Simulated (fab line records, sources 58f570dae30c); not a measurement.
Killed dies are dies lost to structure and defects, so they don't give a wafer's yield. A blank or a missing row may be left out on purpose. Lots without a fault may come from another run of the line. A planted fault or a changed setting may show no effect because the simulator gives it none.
Chamber matching | flow berkeley_cmos170 | UCB170_V2_CMP_02 on cmp-01: 4 sister chambers
The step polishes SiO2. 4 wafers are shown with their chamber, then 7 later ones without.

WAFERS WITH THEIR CHAMBER
wafer  | chamber | motor_current_A (A)
L815.1 | 3       | 17.3
L810.2 | 0       | 14.5
L816.1 | 2       | 19.0
L816.4 | 1       | 18.1

WAFERS WITHOUT THEIR CHAMBER
wafer  | motor_current_A (A)
L816.5 | 18.5
L819.1 | 18.3
L819.2 | 14.4
L819.4 | 18.6
L821.1 | 14.2
L821.4 | 19.7
L821.5 | 14.8

WHICH CHAMBER EACH WENT THROUGH
wafer  | from the rows above     | in truth
L816.5 | can't be placed: 1 or 2 | 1
L819.1 | can't be placed: 1 or 2 | 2
L819.2 | 0                       | 0
L819.4 | can't be placed: 2 or 1 | 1
L821.1 | 0                       | 0
L821.4 | 2                       | 2
L821.5 | 0                       | 0
Placed correctly: 4 of 7. Can't be placed from these rows: 3 (the true chamber is among the candidates in 3). Placed wrongly: 0.
How it was worked out, from the rows above alone: a wafer's distance from a chamber is the root of the sum, over the readings, of the square of ((its reading less the chamber's mean) divided by the reading's scatter). The wafer belongs to the nearest chamber; if the next one is less than 2 further off, it can't be placed. A chamber's mean is the mean of its shown wafers. The scatter: with one shown wafer a chamber, the root of the mean of the squares of how far each hidden wafer lies from its nearest shown one.
